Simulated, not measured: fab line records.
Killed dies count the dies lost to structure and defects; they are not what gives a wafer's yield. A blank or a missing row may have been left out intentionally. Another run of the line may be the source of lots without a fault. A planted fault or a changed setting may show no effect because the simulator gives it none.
fab line records    flow berkeley_cmos170
record: lots: 14  wafers: 42  last_day: 11
route steps=331 shown NVT@110 BACKSIDE@202 SILICIDE@211 M2@289
lots with no fault: from the same line, run without faults
start_h: hours from the record's first day to the start of the lot's first wafer shown    wait_h: hours elapsed since this lot's preceding step    " unchanged from the row above    L1.1+2: several wafers, shown together as one row    - no value present, or no start provided    * or withheld: withheld    < > ~ a bound
route shown NAME@n: NAME is a module with steps in the file, n the number in the route of the first one    usual: the fault-free wafers' mean and standard deviation    same: alike in all rows    chamber/n: place in a boat    sites: readings site by site    _std_site: the values' standard deviation    _edge_site: the outer-site mean with the inner-site mean subtracted    radius_mm: for every site, how far away it sits from the centre of the wafer    mask NAME#n: copy n    behind: the last tool/chamber to shape the wafer    hold: what put the lot on hold/how long, in hours/how the hold closed    device: whichever transistor did not switch (one of n, p or np)    end of line: the tests these same wafers got at the end of their route    a step without rows: its recipe alone    killed: count of dies lost to structure and defects at first sort (not the wafer's yield)    map: per-die view of a wafer (x killed, . not killed, _ where there is no die)
set.NAME: the setting as run; set.NAME@STEP: as run at that earlier step    model.NAME: the simulator's own value behind a step, which no gauge read
a sample of lots followed through the steps of the route, with each step as a table and each wafer as a row
services: when a tool's chamber went out of use (start_h, in hours from the record's first day, below 0 if earlier), for how many hours, and the reason
== steps ==
step: UCB170_NVT_OVL_MEAS_06
usual: NVT_OVL: 0/4.5
lot.wafer  tool        chamber  start_h  wait_h  NVT_OVL[nm]
L300.1     overlay-01  -        115.95   -       -1
L300.5     "           -        "        "       -6
L300.6     "           -        "        "       -9
L302.2     overlay-01  -        130.18   -       6
L302.4     "           -        "        "       2
L302.6     "           -        "        "       9
L301.1     overlay-02  -        130.28   -       1
L301.2     "           -        "        "       -5
L301.6     "           -        "        "       4
L304.1     overlay-01  -        139.00   -       -2
L304.5     "           -        "        "       -10
L304.6     "           -        "        "       -6
L303.2     overlay-01  -        139.17   -       -1
L303.4     "           -        "        "       -8
L303.6     "           -        "        "       1
L306.1     overlay-01  -        153.70   -       0
L306.2     "           -        "        "       2
L306.6     "           -        "        "       -5
L305.1     overlay-01  -        153.98   -       2
L305.2     "           -        "        "       -3
L305.4     "           -        "        "       -8
L310.3     overlay-01  -        160.84   -       -3
L310.4     "           -        "        "       -2
L310.6     "           -        "        "       -1
L311.2     overlay-01  -        177.09   -       2
L311.3     "           -        "        "       0
L311.5     "           -        "        "       -4
L316.2     overlay-01  -        186.19   -       0
L316.3     "           -        "        "       1
L316.6     "           -        "        "       6
L317.3     overlay-02  -        188.47   -       -5
L317.5     "           -        "        "       -3
L317.6     "           -        "        "       -10
L319.1     overlay-01  -        206.09   -       -1
L319.5     "           -        "        "       5
L319.6     "           -        "        "       -4
L322.3     overlay-02  -        213.95   -       3
L322.4     "           -        "        "       3
L322.5     "           -        "        "       2
L321.1     overlay-01  -        214.43   -       1
L321.2     "           -        "        "       0
L321.3     "           -        "        "       -1
step: UCB170_BACKSIDE_STRIP_03
recipe: chemistry: O2  power_w: 400  pressure_mtorr: 3500  platen_temp_c: withheld  o2_flow_sccm: 400  overash_fraction: 0.5
usual: drypump_motor_current_A: 5.8/0.34  oes_product_au: 0.735/0.0048  strip_time_to_endpoint_s: 21.94/0.06
lot.wafer  tool             chamber  start_h  wait_h  drypump_motor_current_A  oes_product_au  rf_hours_counter_h  strip_time_to_endpoint_s
L300.1     plasma_asher-01  1        144.15   0.1     6.3                      0.740           43                  21.98
L300.5     "                1        "        "       6.3                      0.734           -                   21.93
L300.6     "                0        "        "       5.6                      0.732           -                   22.00
L302.2     plasma_asher-02  1        157.54   0.1     6.0                      0.730           42                  21.89
L302.4     "                0        "        "       6.0                      0.722           -                   21.80
L302.6     "                1        "        "       5.9                      0.733           -                   21.82
L301.1     plasma_asher-01  0        160.57   0.1     5.5                      0.731           45                  21.94
L301.2     "                1        "        "       6.3                      0.738           45                  21.94
L301.6     "                1        "        "       6.2                      0.726           -                   21.95
L304.1     plasma_asher-04  0        167.84   0.1     6.1                      0.733           5                   21.92
L304.5     "                0        "        "       6.1                      0.730           -                   21.94
L304.6     "                1        "        "       5.2                      0.730           -                   21.98
L303.2     plasma_asher-02  1        168.79   0.1     5.9                      0.728           43                  21.95
L303.4     "                0        "        "       6.0                      0.734           -                   22.03
L303.6     "                0        "        "       6.0                      0.739           -                   21.91
L306.1     plasma_asher-01  1        185.44   0.1     6.3                      0.731           48                  21.94
L306.2     "                0        "        "       5.5                      0.730           48                  21.97
L306.6     "                0        "        "       5.5                      0.736           -                   21.99
L305.1     plasma_asher-02  1        188.19   0.1     5.9                      0.732           46                  21.94
L305.2     "                0        "        "       6.0                      0.737           46                  21.95
L305.4     "                0        "        "       6.0                      0.739           -                   21.91
L310.3     plasma_asher-01  0        191.80   0.1     5.5                      0.736           -                   22.01
L310.4     "                1        "        "       6.3                      0.739           -                   22.04
L310.6     "                0        "        "       5.6                      0.738           -                   21.94
L311.2     plasma_asher-02  1        204.21   0.1     6.0                      0.739           48                  21.85
L311.3     "                1        "        "       5.9                      0.743           -                   21.88
L311.5     "                1        "        "       5.9                      0.737           -                   21.81
L317.3     plasma_asher-02  0        216.42   0.1     6.0                      0.738           -                   22.02
L317.5     "                0        "        "       6.0                      0.732           -                   21.89
L317.6     "                1        "        "       5.9                      0.741           -                   21.95
L316.2     plasma_asher-02  1        217.11   0.1     5.9                      0.736           50                  21.89
L316.3     "                1        "        "       5.9                      0.743           -                   21.82
L316.6     "                1        "        "       5.9                      0.738           -                   21.92
L319.1     plasma_asher-04  1        237.40   0.1     5.2                      0.742           14                  21.89
L319.5     "                0        "        "       6.0                      0.732           -                   21.94
L319.6     "                1        "        "       5.2                      0.738           -                   21.98
L321.1     plasma_asher-04  1        241.85   0.1     5.2                      0.733           15                  21.90
L321.2     "                0        "        "       6.1                      0.731           15                  21.93
L321.3     "                1        "        "       5.2                      0.740           -                   21.94
L322.3     plasma_asher-04  1        242.41   0.1     5.3                      0.731           -                   21.93
L322.4     "                0        "        "       6.1                      0.729           -                   21.77
L322.5     "                1        "        "       5.3                      0.726           -                   21.84
step: UCB170_SILICIDE_SPUTTER_01
recipe: material: Ti  target_thk_nm: 30  time_s: 25  power_w: 1500  chamber_pressure_pa: 0.5
usual: throttle_valve_pct: 29.9/1
same: time_s: 25
lot.wafer  tool            chamber  start_h  wait_h  throttle_valve_pct
L300.1     pvd_sputter-02  -        145.10   0.0     31.6
L300.5     "               -        "        "       31.1
L300.6     "               -        "        "       31.4
L302.2     pvd_sputter-04  -        158.49   0.0     29.5
L302.4     "               -        "        "       29.5
L302.6     "               -        "        "       28.9
L301.1     pvd_sputter-02  -        161.52   0.0     29.2
L301.2     "               -        "        "       31.2
L301.6     "               -        "        "       28.8
L304.1     pvd_sputter-04  -        168.81   0.0     29.3
L304.5     "               -        "        "       29.2
L304.6     "               -        "        "       29.2
L303.2     pvd_sputter-02  -        169.76   0.0     31.2
L303.4     "               -        "        "       29.4
L303.6     "               -        "        "       31.3
L306.1     pvd_sputter-03  -        186.38   0.0     31.1
L306.2     "               -        "        "       30.1
L306.6     "               -        "        "       30.7
L305.1     pvd_sputter-04  -        189.15   0.0     29.5
L305.2     "               -        "        "       30.7
L305.4     "               -        "        "       29.6
L310.3     pvd_sputter-03  -        192.71   0.0     30.2
L310.4     "               -        "        "       30.5
L310.6     "               -        "        "       31.0
L311.2     pvd_sputter-04  -        205.16   0.0     30.6
L311.3     "               -        "        "       29.4
L311.5     "               -        "        "       29.6
L317.3     pvd_sputter-03  -        217.33   0.0     31.1
L317.5     "               -        "        "       30.6
L317.6     "               -        "        "       30.9
L316.2     pvd_sputter-04  -        218.19   0.0     29.8
L316.3     "               -        "        "       28.9
L316.6     "               -        "        "       29.7
L319.1     pvd_sputter-04  -        238.38   0.0     28.7
L319.5     "               -        "        "       30.5
L319.6     "               -        "        "       29.1
L321.1     pvd_sputter-04  -        243.30   0.0     28.5
L321.2     "               -        "        "       30.7
L321.3     "               -        "        "       29.6
L322.3     pvd_sputter-02  -        243.48   0.0     29.3
L322.4     "               -        "        "       29.0
L322.5     "               -        "        "       30.9
step: UCB170_M2_METAL_ETCH_18
recipe: chemistry: Cl2/BCl3  target: Al  stop_on: SiO2  pressure_mtorr: 12  target_depth_a: 11700  over_etch_frac: 0.3  time_s: 195  icp_w: 584.1  bias_w: 120  Cl2_flow_sccm: 90  bcl3_flow_sccm: 45
usual: chamber_pressure_mTorr: 12.001/0.011  drypump_motor_current_A: 5.6/0.34  oes_product_au: 0.860/0.0096  throttle_valve_pct: 24.42/0.29
same: time_s: 195
lot.wafer  tool          chamber  start_h  wait_h  chamber_pressure_mTorr  drypump_motor_current_A  oes_product_au  rf_hours_counter_h  throttle_valve_pct
L300.1     rie_metal-02  0        163.81   -       11.997                  6.0                      0.880           9                   24.26
L300.5     "             0        "        "       12.015                  6.0                      0.883           -                   24.27
L300.6     "             1        "        "       11.992                  5.2                      0.869           -                   24.61
L302.2     rie_metal-02  1        175.53   -       12.000                  5.2                      0.860           3                   24.62
L302.4     "             0        "        "       11.992                  6.1                      0.865           -                   24.26
L302.6     "             1        "        "       12.007                  5.2                      0.856           -                   24.64
L301.1     rie_metal-01  1        181.40   -       11.988                  5.4                      0.856           19                  23.92
L301.2     "             0        "        "       11.998                  5.4                      0.854           4                   24.15
L301.6     "             0        "        "       12.004                  5.4                      0.861           -                   24.19
L304.1     rie_metal-04  1        186.94   -       11.991                  6.0                      0.854           7                   24.82
L304.5     "             1        "        "       11.998                  6.0                      0.853           -                   24.81
L304.6     "             0        "        "       11.992                  5.9                      0.855           -                   24.67
L303.2     rie_metal-01  0        187.66   -       12.011                  5.4                      0.867           4                   24.17
L303.4     "             0        "        "       12.007                  5.3                      0.866           -                   24.19
L303.6     "             0        "        "       11.984                  5.4                      0.854           -                   24.18
L306.1     rie_metal-02  0        206.51   -       12.012                  6.0                      0.876           10                  24.24
L306.2     "             1        "        "       12.002                  5.2                      0.861           3                   24.61
L306.6     "             1        "        "       12.014                  5.2                      0.853           -                   24.61
L305.1     rie_metal-01  0        207.18   -       11.996                  5.3                      0.863           5                   24.18
L305.2     "             0        "        "       12.001                  5.3                      0.854           -                   24.17
L305.4     "             0        "        "       12.005                  5.3                      0.872           -                   24.19
L310.3     rie_metal-02  1        211.59   -       12.000                  5.2                      0.852           -                   24.63
L310.4     "             0        "        "       11.993                  6.0                      0.863           -                   24.26
L310.6     "             1        "        "       12.003                  5.2                      0.855           -                   24.62
L311.2     rie_metal-02  1        225.63   -       9.606                   5.2                      0.865           5                   24.61
L311.3     "             0        "        "       12.001                  6.0                      0.863           -                   24.26
L311.5     "             0        "        "       12.006                  6.0                      0.878           -                   24.25
L316.2     rie_metal-02  1        234.40   -       9.582                   5.2                      0.845           5                   24.63
L316.3     "             0        "        "       12.010                  6.0                      0.877           -                   24.26
L316.6     "             0        "        "       12.006                  6.1                      0.871           -                   24.26
L317.3     rie_metal-01  1        234.56   -       12.007                  5.4                      0.876           -                   24.00
L317.5     "             0        "        "       11.981                  5.4                      0.862           -                   24.17
L317.6     "             1        "        "       11.988                  5.5                      0.866           -                   24.01
L319.1     rie_metal-04  1        254.20   -       11.985                  6.0                      0.848           9                   24.82
L319.5     "             1        "        "       12.001                  6.0                      0.832           -                   24.82
L319.6     "             0        "        "       12.004                  5.9                      0.855           -                   24.66
L321.1     rie_metal-01  1        262.91   -       12.008                  5.4                      0.859           2                   23.99
L321.2     "             0        "        "       12.013                  5.3                      0.869           8                   24.17
L321.3     "             0        "        "       12.019                  5.3                      0.861           -                   24.18
L322.3     rie_metal-04  0        263.21   -       12.012                  5.9                      0.848           -                   24.65
L322.4     "             1        "        "       11.991                  6.0                      0.849           -                   24.83
L322.5     "             1        "        "       11.990                  6.0                      0.838           -                   24.81
== services ==
tool             chamber  start_h  hours  kind
pvd_sputter-03   -        122.91   3.3    repair
rie_metal-02     -        128.16   0.1    repair
rie_metal-04     -        130.92   1.1    repair
pvd_sputter-03   -        141.16   29.8   repair
plasma_asher-04  -        143.48   4.7    repair
rie_metal-04     0        144.99   -      clean
rie_metal-04     0        144.99   20.2   scheduled_down
rie_metal-04     0        144.99   20.2   vent_cycle
rie_metal-01     1        195.96   -      clean
rie_metal-01     1        195.96   26.7   scheduled_down
rie_metal-01     1        195.96   26.7   vent_cycle
pvd_sputter-03   -        196.33   2.1    repair
pvd_sputter-02   -        224.35   2.1    repair
plasma_asher-01  -        236.54   6.1    repair
pvd_sputter-02   -        257.95   1.7    repair
== key ==
first_sign: step: UCB170_M2_METAL_ETCH_18  reading: chamber_pressure_mTorr  direction: down  sigmas: 99+  usual: 12.001  struck: 9.594
effect none on later readings
met_at UCB170_M2_METAL_ETCH_18
struck_lots L311,L316
struck_wafers L311.2,L316.2
not_acting_at UCB170_NVT_OVL_MEAS_06,UCB170_BACKSIDE_STRIP_03,UCB170_SILICIDE_SPUTTER_01
onset_between 211.59 225.63
fault: kind: process_parameter_drift  tool: rie_metal-02  chamber: 1  onset_h: 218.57  steps: UCB170_M2_METAL_ETCH_18  channel: pressure_mtorr  offset: -2.4  shape: step  end_h: 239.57  acts_in: these_recipes_only  stated: 12
